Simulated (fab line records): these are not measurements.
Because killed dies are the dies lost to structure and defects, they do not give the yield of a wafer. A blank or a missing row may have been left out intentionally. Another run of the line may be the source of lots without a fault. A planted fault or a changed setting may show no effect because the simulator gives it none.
Chamber matching ; flow berkeley cmos170 ; UCB170_M2_ETCH_17 on rie diel-01: 4 sister chambers
The step etches BARC in N2/H2. 8 wafers are shown with their chamber, then 7 later ones without.

WAFERS PAIRED WITH THEIR CHAMBERS
wafer;chamber;throttle valve pct (%);oes product au (a.u.)
L864.5;3;13.22;1.005
L867.1;1;13.16;1.002
L866.6;3;13.24;0.991
L869.4;0;13.44;0.983
L869.5;2;13.39;0.984
L869.6;1;13.15;1.002
L874.2;2;13.43;0.993
L874.3;0;13.43;0.980

WAFERS WHOSE CHAMBER IS MISSING
wafer;throttle valve pct (%);oes product au (a.u.)
L874.5;13.39;0.993
L873.1;13.45;0.972
L873.3;13.41;0.977
L873.5;13.42;0.986
L882.1;13.24;1.016
L882.4;13.16;1.004
L882.5;13.38;1.002

CHAMBER TAKEN BY EACH
wafer;from the rows above;in truth
L874.5;can't be placed: 2 or 0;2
L873.1;can't be placed: 0 or 2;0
L873.3;can't be placed: 0 or 2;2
L873.5;can't be placed: 2 or 0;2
L882.1;3;3
L882.4;1;1
L882.5;can't be placed: 2 or 0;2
Correctly placed: 2 of 7. Unplaceable from these rows: 5, with the true chamber sitting among the candidates in 5. Wrongly placed: 0.
How it was worked out, from the rows above alone: a wafer's distance from a chamber is the root of the sum, over the readings, of the square of ((its reading less the chamber's mean) divided by the reading's scatter). If the next closest chamber is less than 2 further off than the closest, the wafer can't be placed; otherwise it belongs to the closest. A chamber's mean is the mean of its shown wafers. The scatter: the root of (the sum of the squares of (reading less its chamber's mean) over the shown wafers, divided by (wafers less chambers)).
